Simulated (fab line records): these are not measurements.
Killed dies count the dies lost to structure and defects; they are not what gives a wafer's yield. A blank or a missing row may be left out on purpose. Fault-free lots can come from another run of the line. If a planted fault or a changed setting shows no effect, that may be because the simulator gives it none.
fab line records	flow rit-cmos
record lots=14	wafers=42	last-day=7
route steps=202 shown NSD@139 M1@202
lots that met no fault: from a run of the same line without faults
start-h: hours from the record's opening day to when the first of the lot's shown wafers began	wait-h: time in hours since the lot's previous step	" same as the row above	L1.1+2: several wafers, shown together as one row	- no value, or no start given	* or withheld: withheld	< > ~ a bound
route shown NAME@n: a module of which the file shows steps, and the number in the route of the first	usual: mean/standard deviation of fault-free wafers	same: alike in all rows	chamber/n: place in a boat	sites: each site's reading	_std_site: how widely they spread, as a standard deviation	_edge_site: outer sites' mean less inner sites'	radius-mm: how far each site lies from the wafer's centre	mask NAME#n: copy n	behind: tool/chamber where the wafer was last shaped	hold: what put the lot on hold/how long, in hours/how the hold closed	device: transistor that didn't switch, given as n, p or np	end of line: the tests these same wafers got at the end of their route	step lacking rows: just its recipe	killed: dies that structure and defects cost at the first sort, which is not the same as the wafer's yield	map: dies across one wafer; x = killed, . = not, _ = none there
set.NAME: setting as actually run; set.NAME@STEP: the setting as run at that earlier step	model.NAME: the simulator's own value behind a step, which no gauge read
one table for each step of the route and one row for each wafer, over a sample of lots
services: from which hour (start-h, from the record's first day; less than 0 if before it) a tool's chamber was out of use, for how many hours, and why
## steps
# step RIT_NSD_IMPLANT_08
# recipe species=P	energy-kev=25	dose-cm2=1e+15	tilt-deg=7
# usual beam-on-s=10.01/0.19	dose-ions-cm2=1e+15/1.1e+12
lot.wafer	tool	chamber	start-h	wait-h	beam-on-s	dose-ions-cm2
L610.2	implanter-01	0	46.18	0.1	10.19	1.0007e+15
L610.4	"	0	"	"	10.18	1.002e+15
L610.5	"	0	"	"	9.72	1.0012e+15
L612.2	implanter-02	0	57.99	0.1	9.84	1.0004e+15
L612.3	"	0	"	"	10.25	9.999e+14
L612.5	"	0	"	"	10.14	9.993e+14
L614.1	implanter-04	0	66.66	0.1	9.89	9.993e+14
L614.5	"	0	"	"	10.31	9.995e+14
L614.6	"	0	"	"	10.32	9.995e+14
L616.1	implanter-02	0	77.89	0.1	10.18	1.0018e+15
L616.2	"	0	"	"	9.79	1.001e+15
L616.3	"	0	"	"	10.15	1.0014e+15
L617.4	implanter-02	0	83.16	0.1	9.85	9.996e+14
L617.5	"	0	"	"	9.96	9.985e+14
L617.6	"	0	"	"	10.02	9.989e+14
L618.1	implanter-02	0	88.51	0.1	9.90	9.999e+14
L618.3	"	0	"	"	9.69	1.0001e+15
L618.5	"	0	"	"	10.17	9.992e+14
L619.1	implanter-02	0	93.85	0.1	10.15	1.0014e+15
L619.2	"	0	"	"	10.20	1.0008e+15
L619.3	"	0	"	"	10.37	1.0006e+15
L620.1	implanter-02	0	98.99	0.1	9.88	1.0006e+15
L620.4	"	0	"	"	9.96	1.0015e+15
L620.5	"	0	"	"	10.20	9.989e+14
L622.2	implanter-01	0	109.42	0.1	9.75	9.992e+14
L622.4	"	0	"	"	10.08	9.987e+14
L622.6	"	0	"	"	10.00	9.992e+14
L622.2	implanter-01	0	109.74	0.3	10.11	9.996e+14
L622.4	"	0	"	"	9.79	9.995e+14
L622.6	"	0	"	"	9.94	1.0007e+15
L626.1	implanter-02	0	135.16	0.1	10.04	9.989e+14
L626.3	"	0	"	"	10.07	9.978e+14
L626.4	"	0	"	"	9.86	9.997e+14
L627.3	implanter-04	0	138.46	0.1	9.83	1.0005e+15
L627.4	"	0	"	"	9.78	1.0007e+15
L627.5	"	0	"	"	9.65	9.993e+14
L627.3	implanter-04	0	138.78	0.3	10.13	1.0003e+15
L627.4	"	0	"	"	9.92	9.989e+14
L627.5	"	0	"	"	9.87	9.996e+14
L630.4	implanter-01	0	154.40	0.1	9.53	9.969e+14
L630.5	"	0	"	"	10.07	1.0004e+15
L630.6	"	0	"	"	10.00	9.997e+14
L631.1	implanter-01	0	159.65	0.1	9.83	1e+15
L631.2	"	0	"	"	10.12	9.99e+14
L631.4	"	0	"	"	9.92	1.0003e+15
L633.3	implanter-04	0	168.08	0.1	10.08	9.991e+14
L633.4	"	0	"	"	9.75	1.0008e+15
L633.5	"	0	"	"	10.04	9.994e+14
# step RIT_NSD_TW_MEAS_10
# usual NSD_TW=3172/21
lot.wafer	tool	chamber	start-h	wait-h	NSD_TW
L610.2	film-metro-04	-	46.49	0.1	3160
L610.4	"	-	"	"	3151
L610.5	"	-	"	"	3151
L612.2	film-metro-01	-	58.30	0.1	3165
L612.3	"	-	"	"	3175
L612.5	"	-	"	"	3189
L614.1	film-metro-01	-	66.99	0.1	3191
L614.5	"	-	"	"	3192
L614.6	"	-	"	"	3200
L616.1	film-metro-01	-	78.21	0.1	3159
L616.2	"	-	"	"	3165
L616.3	"	-	"	"	3171
L617.4	film-metro-01	-	83.44	0.1	3189
L617.5	"	-	"	"	3175
L617.6	"	-	"	"	3173
L618.1	film-metro-01	-	88.83	0.1	3159
L618.3	"	-	"	"	3173
L618.5	"	-	"	"	3171
L619.1	film-metro-01	-	94.17	0.1	3162
L619.2	"	-	"	"	3162
L619.3	"	-	"	"	3167
L620.1	film-metro-01	-	99.31	0.1	3144
L620.4	"	-	"	"	3187
L620.5	"	-	"	"	3157
L622.2	film-metro-02	-	110.13	0.2	3540
L622.4	"	-	"	"	3541
L622.6	"	-	"	"	3527
L622.2	film-metro-02	-	110.36	0.2	3524
L622.4	"	-	"	"	3528
L622.6	"	-	"	"	3529
L626.1	film-metro-01	-	135.48	0.1	3183
L626.3	"	-	"	"	3135
L626.4	"	-	"	"	3175
L627.3	film-metro-04	-	139.07	0.1	3552
L627.4	"	-	"	"	3528
L627.5	"	-	"	"	3566
L627.3	film-metro-04	-	139.30	0.2	3555
L627.4	"	-	"	"	3544
L627.5	"	-	"	"	3548
L630.4	film-metro-01	-	154.68	0.1	3203
L630.5	"	-	"	"	3186
L630.6	"	-	"	"	3212
L631.1	film-metro-01	-	159.97	0.1	3197
L631.2	"	-	"	"	3187
L631.4	"	-	"	"	3199
L633.3	film-metro-01	-	168.38	0.1	3163
L633.4	"	-	"	"	3150
L633.5	"	-	"	"	3152
# step RIT_SDANNEAL_RS_MEAS_05
# recipe thk-meas-gauge=four-point-probe
# usual NSD_RS=84.5/0.33
lot.wafer	tool	chamber	start-h	wait-h	NSD_RS[ohm/sq]
L610.2	film-metro-04	-	48.78	0.1	84.2
L610.4	"	-	"	"	84.3
L610.5	"	-	"	"	84.1
L612.2	film-metro-04	-	60.46	0.1	84.7
L612.3	"	-	"	"	84.7
L612.5	"	-	"	"	84.5
L614.1	film-metro-01	-	69.16	0.1	84.2
L614.5	"	-	"	"	84.2
L614.6	"	-	"	"	84.4
L616.1	film-metro-04	-	80.27	0.1	84.7
L616.2	"	-	"	"	84.6
L616.3	"	-	"	"	84.4
L617.4	film-metro-01	-	85.50	0.1	84.2
L617.5	"	-	"	"	84.5
L617.6	"	-	"	"	84.6
L618.1	film-metro-02	-	90.86	0.1	85.3
L618.3	"	-	"	"	85.0
L618.5	"	-	"	"	85.2
L619.1	film-metro-02	-	96.20	0.1	84.8
L619.2	"	-	"	"	84.6
L619.3	"	-	"	"	84.0
L620.1	film-metro-02	-	101.51	0.1	84.5
L620.4	"	-	"	"	84.5
L620.5	"	-	"	"	84.6
L622.2	film-metro-01	-	117.96	0.1	52.3
L622.4	"	-	"	"	52.5
L622.6	"	-	"	"	52.4
L622.2	film-metro-01	-	118.25	0.3	52.3
L622.4	"	-	"	"	52.4
L622.6	"	-	"	"	52.5
L626.1	film-metro-01	-	137.64	0.1	84.4
L626.3	"	-	"	"	84.6
L626.4	"	-	"	"	84.6
L627.3	film-metro-01	-	148.12	0.1	52.3
L627.4	"	-	"	"	52.5
L627.5	"	-	"	"	52.4
L627.3	film-metro-01	-	148.45	0.3	52.4
L627.4	"	-	"	"	52.5
L627.5	"	-	"	"	52.5
L630.4	film-metro-02	-	156.86	0.1	83.8
L630.5	"	-	"	"	84.2
L630.6	"	-	"	"	84.0
L631.1	film-metro-04	-	162.02	0.1	83.9
L631.2	"	-	"	"	84.0
L631.4	"	-	"	"	84.3
L633.3	film-metro-01	-	170.71	0.1	84.4
L633.4	"	-	"	"	85.1
L633.5	"	-	"	"	84.8
# step RIT_M1_PROBE_99
# usual defect-limited-yield=97.3/1.1	killed-at-contacts=0.1/0.31	killed-at-front-end=7.1/2.8	killed-dies=7.2/2.8	killed-open=3.5/2	killed-short=3.7/1.9	sort_bin_3_pad_short=0.1/0.22	sort_bin_5_function=1.6/0.77	sort_bin_6_memory=1.0/0.59	sort-n-pass=256.8/2.8	sort-yield-pct=97.3/1.1
# same gross-dies=264	killed_at_M0_to_M3=0	killed_at_M4_up=0	killed-at-back-side=0	killed-at-other=0
lot.wafer	tool	chamber	start-h	wait-h	defect-limited-yield[%]	killed-at-contacts	killed-at-front-end	killed-dies	killed-open	killed-short	sort_bin_3_pad_short[%]	sort_bin_5_function[%]	sort_bin_6_memory[%]	sort-n-pass	sort-yield-pct[%]
L612.2	prober-01	-	67.87	0.1	97.7	0	6	6	3	3	0	1.9	0.4	258.0	97.7
L612.3	prober-01	-	67.92	0.2	98.1	0	5	5	1	4	0	1.5	0.4	259.0	98.1
L612.5	prober-01	-	68.02	0.2	96.6	0	9	9	5	4	0	2.3	1.1	255.0	96.6
L614.1	prober-01	-	76.49	0.1	96.6	1	8	9	4	5	0	1.1	2.3	255.0	96.6
L614.5	prober-01	-	76.69	0.2	93.9	1	15	16	6	10	0.4	2.3	3.4	248.0	93.9
L614.6	prober-01	-	76.74	0.2	96.2	0	10	10	4	6	0	3.0	0.8	254.0	96.2
L617.4	prober-02	-	93.95	0.2	97.0	0	8	8	3	5	0.8	1.1	1.1	256.0	97.0
L617.5	prober-02	-	94.00	0.2	97.3	1	6	7	3	4	0	1.5	1.1	257.0	97.3
L617.6	prober-02	-	94.05	0.2	98.5	0	4	4	1	3	0	1.1	0.4	260.0	98.5
L626.1	prober-01	-	148.97	0.1	96.6	0	9	9	4	3	0	1.9	1.5	255.0	96.6
L626.3	prober-01	-	149.07	0.2	99.2	0	2	2	0	1	0	0.4	0.4	262.0	99.2
L626.4	prober-01	-	149.12	0.2	98.1	0	5	5	2	3	0	0.8	1.1	259.0	98.1
L630.4	prober-01	-	165.09	0.2	95.5	0	12	12	6	6	0.4	3.4	0.8	252.0	95.5
L630.5	prober-01	-	165.14	0.2	95.5	1	11	12	7	5	0	2.7	1.9	252.0	95.5
L630.6	prober-01	-	165.19	0.2	96.2	0	10	10	6	4	0	2.3	1.5	254.0	96.2
L633.3	prober-02	-	179.12	0.2	97.7	0	6	6	2	4	0	1.9	0.4	258.0	97.7
L633.4	prober-02	-	179.17	0.2	98.1	0	5	5	1	4	0	1.1	0.8	259.0	98.1
L633.5	prober-02	-	179.22	0.2	99.2	0	2	2	1	1	0	0.4	0.4	262.0	99.2
# killed by level:class
L612.2 GATE:geometric-particle:open=3 FOX2:geometric-particle:short=1 SPACER:geometric-particle:short=1 SILICIDE:geometric-particle:short=1
L612.3 GATE:geometric-particle:short=2 FOX2:geometric-particle:open=1 SPACER:geometric-particle:short=1 SILICIDE:geometric-particle:short=1
L612.5 GATE:geometric-particle:open=4 REOX:geometric-particle:short=2 FOX2:geometric-particle:open=1 FOX2:geometric-particle:short=1 GATE:geometric-particle:short=1
L614.1 GATE:geometric-particle:open=3 FOX1:geometric-particle:open=1 FOX2:geometric-particle:short=1 GATE:geometric-particle:short=1 SPACER:geometric-particle:short=1 SILICIDE:geometric-particle:short=1 CONTACT:geometric-particle:short=1
L614.5 GATE:geometric-particle:short=4 SILICIDE:geometric-particle:short=4 GATE:geometric-particle:open=2 SPACER:geometric-particle:short=2 SILICIDE:geometric-particle:open=2 REOX:geometric-particle:open=1 CONTACT:geometric-particle:open=1
L614.6 FOX1:geometric-particle:short=2 GATE:geometric-particle:short=2 SPACER:geometric-particle:short=2 SPACER:geometric-particle:open=2 REOX:geometric-particle:open=1 SILICIDE:geometric-particle:open=1
L617.4 SPACER:geometric-particle:short=2 FOX1:geometric-particle:short=1 FOX2:geometric-particle:open=1 GATE:geometric-particle:open=1 GATE:geometric-particle:short=1 REOX:geometric-particle:short=1 SPACER:geometric-particle:open=1
L617.5 FOX1:geometric-particle:short=1 GATE:geometric-particle:short=1 GATE:geometric-particle:open=1 REOX:geometric-particle:open=1 REOX:geometric-particle:short=1 SPACER:geometric-particle:short=1 CONTACT:geometric-particle:open=1
L617.6 FOX1:geometric-particle:short=1 SPACER:geometric-particle:open=1 SPACER:geometric-particle:short=1 SILICIDE:geometric-particle:short=1
L626.1 GATE:geometric-particle:open=3 GATE:geometric-particle:short=2 PSD:coat-microbubble-printed=2 REOX:geometric-particle:open=1 SPACER:geometric-particle:short=1
L626.3 SPACER:geometric-particle:short=1 PSD:coat-microbubble-printed=1
L626.4 FOX2:geometric-particle:open=2 GATE:geometric-particle:short=2 FOX2:geometric-particle:short=1
L630.4 GATE:geometric-particle:short=5 GATE:geometric-particle:open=5 REOX:geometric-particle:open=1 SPACER:geometric-particle:short=1
L630.5 GATE:geometric-particle:open=3 FOX1:geometric-particle:short=2 FOX2:geometric-particle:short=1 GATE:geometric-particle:short=1 REOX:geometric-particle:open=1 SPACER:geometric-particle:open=1 SPACER:geometric-particle:short=1 SILICIDE:geometric-particle:open=1
L630.6 GATE:geometric-particle:short=2 GATE:geometric-particle:open=2 SPACER:geometric-particle:open=2 REOX:geometric-particle:short=1 REOX:geometric-particle:open=1 SPACER:geometric-particle:short=1 SILICIDE:geometric-particle:open=1
L633.3 FOX1:geometric-particle:short=2 GATE:geometric-particle:open=1 GATE:geometric-particle:short=1 SILICIDE:geometric-particle:open=1 SILICIDE:geometric-particle:short=1
L633.4 GATE:geometric-particle:short=1 REOX:geometric-particle:open=1 REOX:geometric-particle:short=1 SPACER:geometric-particle:short=1 SILICIDE:geometric-particle:short=1
L633.5 GATE:geometric-particle:open=1 REOX:geometric-particle:short=1
## services
tool	chamber	start-h	hours	kind
implanter-04	-	26.31	22.5	repair
implanter-02	-	42.60	3.7	pm
implanter-01	-	57.60	2.9	pm
implanter-02	-	88.90	1.5	repair
implanter-01	-	104.26	1.2	repair
implanter-02	-	123.82	2.2	repair
## key
first-sign step=RIT_NSD_IMPLANT_08	reading=visit	direction=added
effect step=RIT_NSD_TW_MEAS_10	reading=visit	direction=added
effect step=RIT_NSD_TW_MEAS_10	reading=NSD_TW	direction=up	sigmas=17	usual=3172	struck=3543
effect step=RIT_SDANNEAL_RS_MEAS_05	reading=visit	direction=added
effect step=RIT_SDANNEAL_RS_MEAS_05	reading=NSD_RS	direction=down	sigmas=99	usual=84.5	struck=52.4
met-at RIT_NSD_IMPLANT_08
struck-lots L622,L627
scrapped-behind RIT_SDANNEAL_RS_MEAS_05 L622.2,L622.4,L622.6,L627.3,L627.4,L627.5
fault kind=repeated-step-whole	tool=implanter-01,implanter-02,implanter-04	chamber=-	onset-h=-	steps=RIT_NSD_IMPLANT_08	times=1	scope=struck-lots-only
